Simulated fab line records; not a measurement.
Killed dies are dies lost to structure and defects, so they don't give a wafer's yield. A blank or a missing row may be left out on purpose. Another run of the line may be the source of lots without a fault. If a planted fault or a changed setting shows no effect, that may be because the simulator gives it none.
A struck lot beside a sound one / flow rit cmos / 15 steps out of a route of 202
Sound: wafers L829.3, L829.4, L829.6. Struck: wafers L834.2, L834.4, L834.5. At the end, the cause is stated.
Each step with rows lists, per side, the tool, then ch with its chambers, then its first start. Under that, the readings that differ: sound wafers / struck wafers / difference of the means / sigmas: that difference in standard deviations of wafers without a fault.
alike: readings with means less than 2 such deviations apart, plus words and numbers identical on both sides. not compared: withheld readings, readings lacking a value on some wafer, bounds such as >300 that could conceal the same value, and numbers that have no deviation in the record and whose values overlap.
Wherever a step has rows on one side only, a row that says differs or no value, or a row with sigmas, the two part there. When numbers do not overlap yet have no deviation, they are printed without sigmas and do not part them. Lack of a reading on every wafer of one side parts them only where that side has two or more wafers.

RIT_M1_THK_MEAS_02: measures by xrf.
  sound: film metro-02 at day 5 13:15; struck: film metro-04 at day 6 14:49
  alike: M1_AL_THK
then, 6 steps without rows for these wafers: RIT_M1_HMDS_03 (prime time 60 s); RIT_M1_COAT_04 (resist thk 1300 nm); RIT_M1_SOFTBAKE_05 (time 60 s); RIT_M1_EXPOSE_06 (exposes mask M12, target cd 2600 nm); RIT_M1_PEB_07; RIT_M1_DEVELOP_08 (develop time 68.94 s).
RIT_M1_CD_MEAS_09 targets a cd of 2600 nm.
  sound: cd sem-01 at day 5 14:13; struck: cd sem-01 at day 6 15:47
  alike: cd nm
RIT_M1_OVL_MEAS_10:
  sound: overlay-02 at day 5 14:18; struck: overlay-02 at day 6 15:53
  alike: M1_OVL
then, 1 step without rows for these wafers: RIT_M1_HARDBAKE_11 (time 120 s).
RIT_M1_METAL_ETCH_12: etches Al in Cl2/BCl3, stops on SiO2, time 165 s, target depth 600 nm.
  sound on rie metal-04 ch 0,1, day 5 14:38; struck on rie metal-02 ch 0, day 6 16:10
reading=drypump motor current A (A); sound=6.19 5.89 5.90; struck=5.19 5.21 5.20; difference=-0.79; sigmas=-3
reading=throttle valve pct (%); sound=8.40 8.38 8.37; struck=8.05 8.04 8.02; difference=-0.35; sigmas=-3
  alike: oes product au
  not compared: rf hours counter h
then, 1 step without rows for these wafers: RIT_M1_STRIP_13 (strips in nmp, time 600 s).
RIT_M1_STRIP_14: strips in O2, time 184.4 s.
  sound on plasma asher-03 ch 0,1, day 5 15:01; struck on plasma asher-02 ch 0,1, day 6 16:31
  no value came back on the struck wafers for chamber pressure mTorr (mTorr), drypump motor current A (A); on the sound wafers chamber pressure mTorr (mTorr) reads 3997 4000 3993
  not compared: rf hours counter h
RIT_M1_CD_MEAS_90 targets a cd of 2600 nm.
  sound: cd sem-01 at day 5 15:11; struck: cd sem-01 at day 6 16:42
  alike: cd nm
RIT_M1_PROBE_99:
  sound: prober-01 at day 5 19:13; struck: prober-02 at day 6 18:28
  alike: defect limited yield, killed at front end, killed dies, killed open, killed short, sort_bin_3_pad_short, sort_bin_5_function, sort_bin_6_memory, sort n pass, sort yield pct

== WHERE THEY PART ==
Earliest at RIT_M1_METAL_ETCH_12; latest, in this record, at RIT_M1_STRIP_14. Later steps at which nothing parts them and some readings are alike: RIT_M1_CD_MEAS_90, RIT_M1_PROBE_99.

WHY: whatever the simulator had introduced
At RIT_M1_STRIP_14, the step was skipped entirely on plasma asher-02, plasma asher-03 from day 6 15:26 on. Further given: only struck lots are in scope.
